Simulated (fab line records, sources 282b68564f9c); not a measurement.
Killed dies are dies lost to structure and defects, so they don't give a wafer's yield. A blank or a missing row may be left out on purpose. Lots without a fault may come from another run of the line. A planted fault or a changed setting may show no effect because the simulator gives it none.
Which tool did it? | flow rit_cmos | 13 lots, 39 wafers sampled, at 2 steps of a route of 202

WHAT THE GAUGES READ, wafer by wafer
RIT_GATE_CD_MEAS_90: target cd 150 nm.
lot  | measured    | on        | cd_nm (nm)
L878 | day 2 15:26 | cd_sem-02 | 147.2 148.8 146.8
L879 | day 2 17:30 | cd_sem-01 | 151.3 151.0 147.6
L881 | day 3 06:04 | cd_sem-02 | 146.0 149.9 149.1
L882 | day 3 09:33 | cd_sem-02 | 148.7 145.9 148.9
L884 | day 3 20:37 | cd_sem-01 | 148.3 149.5 148.4
L886 | day 4 05:49 | cd_sem-02 | 143.4 144.0 144.7
L887 | day 4 10:29 | cd_sem-01 | 153.5 151.0 153.7
L896 | day 6 08:22 | cd_sem-02 | 145.0 147.4 147.8
L897 | day 6 15:56 | cd_sem-01 | 151.2 148.7 150.1
L898 | day 6 18:34 | cd_sem-01 | 149.6 151.0 151.7
L899 | day 6 23:02 | cd_sem-02 | 149.3 150.7 148.1
L900 | day 7 03:51 | cd_sem-01 | 150.9 152.4 152.1
L901 | day 7 08:11 | cd_sem-01 | 154.5 153.5 153.0

RIT_NLDD_TW_MEAS_10.
lot  | measured    | on            | NLDD_TW
L878 | day 2 19:52 | film_metro-02 | 2492 2490 2503
L879 | day 2 23:11 | film_metro-03 | 2495 2516 2495
L881 | day 3 10:40 | film_metro-02 | 2515 2504 2523
L882 | day 3 13:59 | film_metro-02 | 2496 2502 2507
L884 | day 4 01:05 | film_metro-03 | 2490 2500 2487
L886 | day 4 11:13 | film_metro-01 | 2468 2458 2467
L887 | day 4 14:55 | film_metro-01 | 2467 2474 2467
L896 | day 6 12:49 | film_metro-02 | 2489 2501 2505
L897 | day 6 21:07 | film_metro-01 | 2500 2488 2490
L898 | day 6 23:24 | film_metro-01 | 2496 2487 2481
L899 | day 7 03:32 | film_metro-03 | 2514 2497 2499
L900 | day 7 08:50 | film_metro-02 | 2505 2509 2510
L901 | day 7 12:44 | film_metro-03 | 2503 2500 2508

WHICH TOOL RAN EACH LOT (tool, then ch and the chambers of the sampled wafers, then the start)
The record holds no process step before these readings.

WHAT THE TOOLS THEMSELVES READ (means of the sampled wafers that have a number; where no wafer has one, the mark that the record gives instead)
The record holds no such reading with a usual standard deviation.

THE ANSWER, worked out from the rows above alone
Rule: what is usual is taken from the lots themselves. Put in order of their means at a reading, lots are off if they are a third of the lots or fewer, leave a main group of 4 or more, and stand apart from it by a gap of 3 or more times the standard deviation of the main group's means; of several such gaps the widest counts. A main group whose means are all the same, to the digits that the tables above print for the reading, isn't used. A lot without any number at a reading at which 4 lots or more have one is off too. The other lots that the step has rows for count as sound. The gauges are gone through in route order, then the tools' own readings, and for those a lot's mean is taken as printed above. The first step at which some lot is off is used, and at that step the reading that is off furthest; a lot without a number counts as furthest.
No lot is off at any reading shown: from this, nothing can be told.

WHAT THE SIMULATOR HAD PUT IN
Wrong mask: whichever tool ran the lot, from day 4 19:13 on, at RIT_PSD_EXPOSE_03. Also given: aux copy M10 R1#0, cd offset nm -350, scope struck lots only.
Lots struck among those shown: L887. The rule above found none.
